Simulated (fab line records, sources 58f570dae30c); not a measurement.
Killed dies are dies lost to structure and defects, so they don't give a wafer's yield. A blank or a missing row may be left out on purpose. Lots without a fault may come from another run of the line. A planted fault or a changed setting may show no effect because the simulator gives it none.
Split-lot experiment | flow berkeley_cmos170 | 5 lots, 23 wafers read, on a route of 331 steps

THE SPLIT
At UCB170_PLDD_COAT_01 (resist thk 900 nm), the setting resist_thk_nm was moved away from the recipe's 900 nm on 8 of the 23 wafers read, by -1.6% to +5.3%. The other wafers ran this setting at the recipe's value.

The reading is taken at the split's own step.

THE READING
KrF_of_PLDD_COAT_01.thk_nm (the simulator's own value, which no gauge read), in nm, at UCB170_PLDD_COAT_01 (resist thk 900 nm). The file gives no usual value for it. The 15 wafers here that ran the recipe average 901.3 nm, standard deviation 2.8 nm.

wafer  | tool, chamber at the split | resist_thk_nm as run, nm | against the recipe | KrF_of_PLDD_COAT_01.thk_nm, nm | against lot-mates on the recipe
L075.1 | litho_track-04, 0          | 932.2                    | +3.6%              | 933.5                          | +35.9
L075.2 | litho_track-04, 0          | 900                      | recipe             | 896.3                          | -
L075.4 | litho_track-04, 0          | 900                      | recipe             | 898.9                          | -
L075.5 | litho_track-04, 0          | 932.2                    | +3.6%              | 926.9                          | +29.3
L075.6 | litho_track-04, 0          | 900                      | recipe             | 897.6                          | -
L076.2 | litho_track-04, 0          | 900                      | recipe             | 904.1                          | -
L076.3 | litho_track-04, 0          | 900                      | recipe             | 904.8                          | -
L076.4 | litho_track-04, 0          | 947.4                    | +5.3%              | 951.5                          | +47.0
L076.5 | litho_track-04, 0          | 947.4                    | +5.3%              | 952.9                          | +48.4
L076.6 | litho_track-04, 0          | 947.4                    | +5.3%              | 950.5                          | +46.0
L077.1 | litho_track-01, 0          | 885.4                    | -1.6%              | 883.8                          | -13.5
L077.2 | litho_track-01, 0          | 900                      | recipe             | 896.9                          | -
L077.3 | litho_track-01, 0          | 885.4                    | -1.6%              | 882.8                          | -14.5
L077.5 | litho_track-01, 0          | 885.4                    | -1.6%              | 882.8                          | -14.5
L077.4 | litho_track-01, 0          | 900                      | recipe             | 897.7                          | -
L083.2 | litho_track-01, 0          | 900                      | recipe             | 904.2                          | -
L083.3 | litho_track-01, 0          | 900                      | recipe             | 903.1                          | -
L083.4 | litho_track-01, 0          | 900                      | recipe             | 902.4                          | -
L083.5 | litho_track-01, 0          | 900                      | recipe             | 903.2                          | -
L083.6 | litho_track-01, 0          | 900                      | recipe             | 903.3                          | -
L085.3 | litho_track-04, 0          | 900                      | recipe             | 901.8                          | -
L085.4 | litho_track-04, 0          | 900                      | recipe             | 902                            | -
L085.5 | litho_track-04, 0          | 900                      | recipe             | 902.5                          | -

THE FIT
A straight line over all 23 wafers: KrF_of_PLDD_COAT_01.thk_nm changes by +9.46 nm for each +1% of resist_thk_nm; r = +0.99; the points scatter about the line by 3.1 nm.
The same after taking each lot's own level away (the mean of its wafers on the recipe; 23 wafers): +8.96 nm for each +1%; r = +1.00; scatter 1.2 nm.
On that fit, the largest move of resist_thk_nm shifts the reading by 47 nm.
The lots' own levels span 897.30 to 904.45 nm, that is 2.5 times the standard deviation above.
So the lot-to-lot level changes the slope little: the two slopes agree.
Check: with one of the wafers moved furthest among these (+5.3%) left out of the fit, the line predicts +47.4 nm for it against its lot-mates. It came out at +47 nm against them.

OTHER SPLITS ON THESE WAFERS
These wafers also went through other splits before the reading. Each is held against what the fit with the lots' levels taken away leaves over:
other split on the same wafers         | wafers away from the commonest value | r with KrF_of_PLDD_COAT_01.thk_nm (lot level and that fit taken away)
UCB170_ZERO_COAT_01 spin_rpm           | 7                                    | +0.02
UCB170_NWELL_OXIDATION_01 ox_time_s    | 15                                   | -0.02
UCB170_NWELL_IMPLANT_14 dose_cm2       | 5                                    | -0.12
UCB170_PWELL_OXIDATION_02 temp_c       | 5                                    | +0.06
UCB170_PWELL_DEVELOP_12 develop_time_s | 8                                    | +0.39
UCB170_PWELL_IMPLANT_15 energy_kev     | 5                                    | +0.05
UCB170_ACTIVE_COAT_08 spin_rpm         | 8                                    | -0.16
UCB170_SCREENOX_OXIDATION_01 temp_c    | 10                                   | +0.06
UCB170_PVT_COAT_01 spin_rpm            | 10                                   | +0.10
UCB170_PVT_IMPLANT_07 energy_kev       | 2                                    | +0.16
UCB170_GATE_COAT_07 spin_rpm           | 7                                    | -0.12

THE FILE'S OWN FIT
KrF_of_PLDD_COAT_01.thk_nm changes by +8.99 nm for each +1% of resist_thk_nm, r = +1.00.
